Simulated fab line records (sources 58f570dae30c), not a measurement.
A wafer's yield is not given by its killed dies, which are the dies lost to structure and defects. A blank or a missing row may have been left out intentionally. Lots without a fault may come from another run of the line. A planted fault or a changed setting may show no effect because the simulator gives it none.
fab line records :: flow berkeley_cmos170
record:
  lots: 14
  wafers: 42
  last_day: 13
route steps=331 shown NWELL@23
lots with no fault: from the same line, run without faults
start_h: hours from the record's first day to the start of the lot's first wafer shown :: wait_h: how many hours have passed since the lot's step before this one :: " repeats the value in the row above :: L1.1+2: a single row standing in for several wafers :: - no value present, or no start provided :: * or withheld: withheld :: < > ~ a bound
route shown NAME@n: a module of which the file shows steps, and the number in the route of the first :: usual: mean/standard deviation taken from wafers without a fault :: same: alike in all rows :: chamber/n: place in a boat :: sites: readings site by site :: _std_site: the standard deviation of these :: _edge_site: inner sites' mean taken away from outer sites' mean :: radius_mm: how far each site lies from the wafer's centre :: mask NAME#n: copy n :: behind: the last tool/chamber to shape the wafer :: hold: why the lot was held/for how many hours/how that ended :: device: the transistor (n, p or np) that didn't switch :: end of line: the same wafers' tests at the end of the route :: step lacking rows: just its recipe :: killed: the dies lost at the first sort to structure and to defects; this is not the yield of the wafer :: map: a wafer's dies, marking killed ones x, the rest . and places with no die _
set.NAME: the setting that was run; set.NAME@STEP: the one run at that earlier step :: model.NAME: the simulator's own value behind a step, which no gauge read
a sample of lots followed through the steps of the route, with each step as a table and each wafer as a row
services: when a tool's chamber went out of use (start_h, in hours from the record's first day, below 0 if earlier), for how many hours, and the reason
== steps ==
step: UCB170_NWELL_EXPOSE_09
recipe:
  mask_id: NWELL
  target_cd_nm: 3000
  na: 0.5
  sigma_outer: 0.6
  source_shape: conventional
  dose_mj: 25
usual:
  focus_offset_nm: -0.1/0.53
  stage_vel_mm_s: 499.93/0.26
lot.wafer: L386.2
tool: krf_scanner-02
chamber: 0
start_h: 31.61
wait_h: 0.3
mask: NWELL#0
focus_offset_nm: 0.2
stage_vel_mm_s: 500.18

lot.wafer: L386.3
tool: krf_scanner-02
chamber: 0
start_h: 31.61
wait_h: 0.3
mask: NWELL#0
focus_offset_nm: -0.5
stage_vel_mm_s: 499.93

lot.wafer: L386.6
tool: krf_scanner-02
chamber: 0
start_h: 31.61
wait_h: 0.3
mask: NWELL#0
focus_offset_nm: 0.1
stage_vel_mm_s: 499.67

lot.wafer: L387.3
tool: krf_scanner-01
chamber: 0
start_h: 39.22
wait_h: 0.2
mask: NWELL#0
focus_offset_nm: 1.1
stage_vel_mm_s: 500.33

lot.wafer: L387.4
tool: krf_scanner-01
chamber: 0
start_h: 39.22
wait_h: 0.2
mask: NWELL#0
focus_offset_nm: 0.8
stage_vel_mm_s: 500.22

lot.wafer: L387.6
tool: krf_scanner-01
chamber: 0
start_h: 39.22
wait_h: 0.2
mask: NWELL#0
focus_offset_nm: 0.5
stage_vel_mm_s: 500.28

lot.wafer: L388.1
tool: krf_scanner-02
chamber: 0
start_h: 44.90
wait_h: 0.1
mask: NWELL#0
focus_offset_nm: 1.0
stage_vel_mm_s: 499.83

lot.wafer: L388.4
tool: krf_scanner-02
chamber: 0
start_h: 44.90
wait_h: 0.1
mask: NWELL#0
focus_offset_nm: 0.7
stage_vel_mm_s: 499.89

lot.wafer: L388.5
tool: krf_scanner-02
chamber: 0
start_h: 44.90
wait_h: 0.1
mask: NWELL#0
focus_offset_nm: -0.3
stage_vel_mm_s: 499.75

lot.wafer: L389.3
tool: krf_scanner-01
chamber: 0
start_h: 49.64
wait_h: 0.2
mask: NWELL#0
focus_offset_nm: -0.1
stage_vel_mm_s: 500.15

lot.wafer: L389.5
tool: krf_scanner-01
chamber: 0
start_h: 49.64
wait_h: 0.2
mask: NWELL#0
focus_offset_nm: -0.5
stage_vel_mm_s: 499.70

lot.wafer: L389.6
tool: krf_scanner-01
chamber: 0
start_h: 49.64
wait_h: 0.2
mask: NWELL#0
focus_offset_nm: -0.3
stage_vel_mm_s: 500.08

lot.wafer: L391.1
tool: krf_scanner-01
chamber: 0
start_h: 59.12
wait_h: 0.2
mask: NWELL#0
focus_offset_nm: -0.3
stage_vel_mm_s: 500.14

lot.wafer: L391.2
tool: krf_scanner-01
chamber: 0
start_h: 59.12
wait_h: 0.2
mask: NWELL#0
focus_offset_nm: -0.7
stage_vel_mm_s: 500.08

lot.wafer: L391.4
tool: krf_scanner-01
chamber: 0
start_h: 59.12
wait_h: 0.2
mask: NWELL#0
focus_offset_nm: -0.8
stage_vel_mm_s: 500.25

lot.wafer: L392.1
tool: krf_scanner-01
chamber: 0
start_h: 66.40
wait_h: 0.2
mask: NWELL#0
focus_offset_nm: 0.3
stage_vel_mm_s: 499.45

lot.wafer: L392.3
tool: krf_scanner-01
chamber: 0
start_h: 66.40
wait_h: 0.2
mask: NWELL#0
focus_offset_nm: 0.4
stage_vel_mm_s: 499.64

lot.wafer: L392.4
tool: krf_scanner-01
chamber: 0
start_h: 66.40
wait_h: 0.2
mask: NWELL#0
focus_offset_nm: 0.5
stage_vel_mm_s: 499.33

lot.wafer: L393.1
tool: krf_scanner-02
chamber: 0
start_h: 66.64
wait_h: 0.4
mask: NWELL#0
focus_offset_nm: -0.8
stage_vel_mm_s: 500.43

lot.wafer: L393.2
tool: krf_scanner-02
chamber: 0
start_h: 66.64
wait_h: 0.4
mask: NWELL#0
focus_offset_nm: -0.7
stage_vel_mm_s: 499.76

lot.wafer: L393.4
tool: krf_scanner-02
chamber: 0
start_h: 66.64
wait_h: 0.4
mask: NWELL#0
focus_offset_nm: -0.8
stage_vel_mm_s: 499.92

lot.wafer: L398.1
tool: krf_scanner-02
chamber: 0
start_h: 96.31
wait_h: 0.2
mask: NWELL#0
focus_offset_nm: 0.0
stage_vel_mm_s: 500.01

lot.wafer: L398.2
tool: krf_scanner-02
chamber: 0
start_h: 96.31
wait_h: 0.2
mask: NWELL#0
focus_offset_nm: -0.1
stage_vel_mm_s: 500.46

lot.wafer: L398.4
tool: krf_scanner-02
chamber: 0
start_h: 96.31
wait_h: 0.2
mask: NWELL#0
focus_offset_nm: -0.8
stage_vel_mm_s: 500.02

lot.wafer: L397.1
tool: krf_scanner-01
chamber: 0
start_h: 96.56
wait_h: 0.5
mask: NWELL#0
focus_offset_nm: 0.8
stage_vel_mm_s: 499.78

lot.wafer: L397.2
tool: krf_scanner-01
chamber: 0
start_h: 96.56
wait_h: 0.5
mask: NWELL#0
focus_offset_nm: 0.3
stage_vel_mm_s: 499.98

lot.wafer: L397.5
tool: krf_scanner-01
chamber: 0
start_h: 96.56
wait_h: 0.5
mask: NWELL#0
focus_offset_nm: 0.3
stage_vel_mm_s: 499.84

lot.wafer: L400.1
tool: krf_scanner-01
chamber: 0
start_h: 105.41
wait_h: 0.3
mask: NWELL#0
focus_offset_nm: 0.0
stage_vel_mm_s: 499.80

lot.wafer: L400.5
tool: krf_scanner-01
chamber: 0
start_h: 105.41
wait_h: 0.3
mask: NWELL#0
focus_offset_nm: 0.6
stage_vel_mm_s: 500.24

lot.wafer: L400.6
tool: krf_scanner-01
chamber: 0
start_h: 105.41
wait_h: 0.3
mask: NWELL#0
focus_offset_nm: 0.7
stage_vel_mm_s: 500.05

lot.wafer: L401.1
tool: krf_scanner-01
chamber: 0
start_h: 113.01
wait_h: 0.1
mask: NWELL#0
focus_offset_nm: 0.0
stage_vel_mm_s: 499.59

lot.wafer: L401.5
tool: krf_scanner-01
chamber: 0
start_h: 113.01
wait_h: 0.1
mask: NWELL#0
focus_offset_nm: -0.3
stage_vel_mm_s: 500.10

lot.wafer: L401.6
tool: krf_scanner-01
chamber: 0
start_h: 113.01
wait_h: 0.1
mask: NWELL#0
focus_offset_nm: -0.5
stage_vel_mm_s: 500.01

lot.wafer: L403.2
tool: krf_scanner-02
chamber: 0
start_h: 121.32
wait_h: 0.1
mask: NWELL#0
focus_offset_nm: -0.5
stage_vel_mm_s: 499.81

lot.wafer: L403.3
tool: krf_scanner-02
chamber: 0
start_h: 121.32
wait_h: 0.1
mask: NWELL#0
focus_offset_nm: -0.4
stage_vel_mm_s: 500.12

lot.wafer: L403.5
tool: krf_scanner-02
chamber: 0
start_h: 121.32
wait_h: 0.1
mask: NWELL#0
focus_offset_nm: 0.3
stage_vel_mm_s: 499.77

lot.wafer: L408.2
tool: krf_scanner-01
chamber: 0
start_h: 144.86
wait_h: 0.2
mask: NWELL#0
focus_offset_nm: -0.6
stage_vel_mm_s: 500.08

lot.wafer: L408.4
tool: krf_scanner-01
chamber: 0
start_h: 144.86
wait_h: 0.2
mask: NWELL#0
focus_offset_nm: -0.3
stage_vel_mm_s: 499.90

lot.wafer: L408.5
tool: krf_scanner-01
chamber: 0
start_h: 144.86
wait_h: 0.2
mask: NWELL#0
focus_offset_nm: -1.1
stage_vel_mm_s: 500.04

lot.wafer: L409.1
tool: krf_scanner-01
chamber: 0
start_h: 155.29
wait_h: 0.1
mask: NWELL#0
focus_offset_nm: -0.8
stage_vel_mm_s: 499.77

lot.wafer: L409.2
tool: krf_scanner-01
chamber: 0
start_h: 155.29
wait_h: 0.1
mask: NWELL#0
focus_offset_nm: -0.5
stage_vel_mm_s: 499.85

lot.wafer: L409.3
tool: krf_scanner-01
chamber: 0
start_h: 155.29
wait_h: 0.1
mask: NWELL#0
focus_offset_nm: -0.4
stage_vel_mm_s: 499.64
step: UCB170_NWELL_OVL_MEAS_12
usual:
  NWELL_OVL: 0/4.9
lot.wafer: L386.2
tool: overlay-01
chamber: -
start_h: 32.81
wait_h: -
NWELL_OVL[nm]: 8

lot.wafer: L386.3
tool: overlay-01
chamber: -
start_h: 32.81
wait_h: -
NWELL_OVL[nm]: 1

lot.wafer: L386.6
tool: overlay-01
chamber: -
start_h: 32.81
wait_h: -
NWELL_OVL[nm]: 1

lot.wafer: L387.3
tool: overlay-01
chamber: -
start_h: 39.59
wait_h: -
NWELL_OVL[nm]: -4

lot.wafer: L387.4
tool: overlay-01
chamber: -
start_h: 39.59
wait_h: -
NWELL_OVL[nm]: -4

lot.wafer: L387.6
tool: overlay-01
chamber: -
start_h: 39.59
wait_h: -
NWELL_OVL[nm]: -6

lot.wafer: L388.1
tool: overlay-02
chamber: -
start_h: 45.81
wait_h: -
NWELL_OVL[nm]: 0

lot.wafer: L388.4
tool: overlay-02
chamber: -
start_h: 45.81
wait_h: -
NWELL_OVL[nm]: 1

lot.wafer: L388.5
tool: overlay-02
chamber: -
start_h: 45.81
wait_h: -
NWELL_OVL[nm]: 0

lot.wafer: L389.3
tool: overlay-01
chamber: -
start_h: 50.21
wait_h: -
NWELL_OVL[nm]: 1

lot.wafer: L389.5
tool: overlay-01
chamber: -
start_h: 50.21
wait_h: -
NWELL_OVL[nm]: 2

lot.wafer: L389.6
tool: overlay-01
chamber: -
start_h: 50.21
wait_h: -
NWELL_OVL[nm]: -2

lot.wafer: L391.1
tool: overlay-01
chamber: -
start_h: 60.09
wait_h: -
NWELL_OVL[nm]: 0

lot.wafer: L391.2
tool: overlay-01
chamber: -
start_h: 60.09
wait_h: -
NWELL_OVL[nm]: -3

lot.wafer: L391.4
tool: overlay-01
chamber: -
start_h: 60.09
wait_h: -
NWELL_OVL[nm]: 6

lot.wafer: L392.1
tool: overlay-02
chamber: -
start_h: 66.79
wait_h: -
NWELL_OVL[nm]: 3

lot.wafer: L392.3
tool: overlay-02
chamber: -
start_h: 66.79
wait_h: -
NWELL_OVL[nm]: 0

lot.wafer: L392.4
tool: overlay-02
chamber: -
start_h: 66.79
wait_h: -
NWELL_OVL[nm]: 3

lot.wafer: L393.1
tool: overlay-01
chamber: -
start_h: 67.03
wait_h: -
NWELL_OVL[nm]: 8

lot.wafer: L393.2
tool: overlay-01
chamber: -
start_h: 67.03
wait_h: -
NWELL_OVL[nm]: -1

lot.wafer: L393.4
tool: overlay-01
chamber: -
start_h: 67.03
wait_h: -
NWELL_OVL[nm]: 6

lot.wafer: L398.1
tool: overlay-02
chamber: -
start_h: 96.71
wait_h: -
NWELL_OVL[nm]: 675

lot.wafer: L398.2
tool: overlay-02
chamber: -
start_h: 96.71
wait_h: -
NWELL_OVL[nm]: 677

lot.wafer: L398.4
tool: overlay-02
chamber: -
start_h: 96.71
wait_h: -
NWELL_OVL[nm]: 682

lot.wafer: L397.1
tool: overlay-01
chamber: -
start_h: 96.95
wait_h: -
NWELL_OVL[nm]: -6

lot.wafer: L397.2
tool: overlay-01
chamber: -
start_h: 96.95
wait_h: -
NWELL_OVL[nm]: -6

lot.wafer: L397.5
tool: overlay-01
chamber: -
start_h: 96.95
wait_h: -
NWELL_OVL[nm]: 0

lot.wafer: L400.1
tool: overlay-01
chamber: -
start_h: 106.10
wait_h: -
NWELL_OVL[nm]: -2

lot.wafer: L400.5
tool: overlay-01
chamber: -
start_h: 106.10
wait_h: -
NWELL_OVL[nm]: -2

lot.wafer: L400.6
tool: overlay-01
chamber: -
start_h: 106.10
wait_h: -
NWELL_OVL[nm]: -9

lot.wafer: L401.1
tool: overlay-02
chamber: -
start_h: 113.73
wait_h: -
NWELL_OVL[nm]: -3

lot.wafer: L401.5
tool: overlay-02
chamber: -
start_h: 113.73
wait_h: -
NWELL_OVL[nm]: -9

lot.wafer: L401.6
tool: overlay-02
chamber: -
start_h: 113.73
wait_h: -
NWELL_OVL[nm]: -5

lot.wafer: L403.2
tool: overlay-02
chamber: -
start_h: 121.70
wait_h: -
NWELL_OVL[nm]: 675

lot.wafer: L403.3
tool: overlay-02
chamber: -
start_h: 121.70
wait_h: -
NWELL_OVL[nm]: 679

lot.wafer: L403.5
tool: overlay-02
chamber: -
start_h: 121.70
wait_h: -
NWELL_OVL[nm]: 686

lot.wafer: L408.2
tool: overlay-02
chamber: -
start_h: 145.24
wait_h: -
NWELL_OVL[nm]: 11

lot.wafer: L408.4
tool: overlay-02
chamber: -
start_h: 145.24
wait_h: -
NWELL_OVL[nm]: 2

lot.wafer: L408.5
tool: overlay-02
chamber: -
start_h: 145.24
wait_h: -
NWELL_OVL[nm]: 8

lot.wafer: L409.1
tool: overlay-02
chamber: -
start_h: 155.69
wait_h: -
NWELL_OVL[nm]: 0

lot.wafer: L409.2
tool: overlay-02
chamber: -
start_h: 155.69
wait_h: -
NWELL_OVL[nm]: 1

lot.wafer: L409.3
tool: overlay-02
chamber: -
start_h: 155.69
wait_h: -
NWELL_OVL[nm]: 6
== services ==
tool: krf_scanner-02
chamber: -
start_h: 32.13
hours: 3.6
kind: pm

tool: krf_scanner-02
chamber: 0
start_h: 32.66
hours: -
kind: calibration

tool: krf_scanner-02
chamber: -
start_h: 43.36
hours: 1.0
kind: pm

tool: krf_scanner-01
chamber: -
start_h: 57.00
hours: 0.8
kind: pm

tool: krf_scanner-01
chamber: -
start_h: 60.44
hours: 1.0
kind: pm

tool: krf_scanner-02
chamber: -
start_h: 83.97
hours: 1.3
kind: pm

tool: krf_scanner-02
chamber: -
start_h: 91.97
hours: 4.0
kind: pm

tool: krf_scanner-01
chamber: -
start_h: 105.81
hours: 1.2
kind: repair

tool: krf_scanner-01
chamber: -
start_h: 115.86
hours: 0.5
kind: repair

tool: krf_scanner-01
chamber: 0
start_h: 125.98
hours: -
kind: calibration

tool: krf_scanner-02
chamber: -
start_h: 126.07
hours: 3.5
kind: repair

tool: krf_scanner-01
chamber: -
start_h: 137.00
hours: 2.4
kind: repair
== key ==
first_sign:
  step: UCB170_NWELL_OVL_MEAS_12
  reading: NWELL_OVL
  direction: up
  sigmas: 99+
  usual: 0
  struck: 679
effect none on later readings
met_at UCB170_NWELL_EXPOSE_09
struck_lots L398,L403
tester_left_out L398,L403
onset_between 66.64 96.31
fault:
  kind: scanner_matching_overlay
  tool: krf_scanner-02
  chamber: -
  onset_h: 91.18
  steps: UCB170_NWELL_EXPOSE_09
  offset: 679.37
tester_left_out: of these lots the tester's yield and bins aren't shown, on N5 and GAA mostly nor the transistor test; their killed dies are dies lost to structure and defects alone, not to doping, threshold or leakage, so they don't give the yield
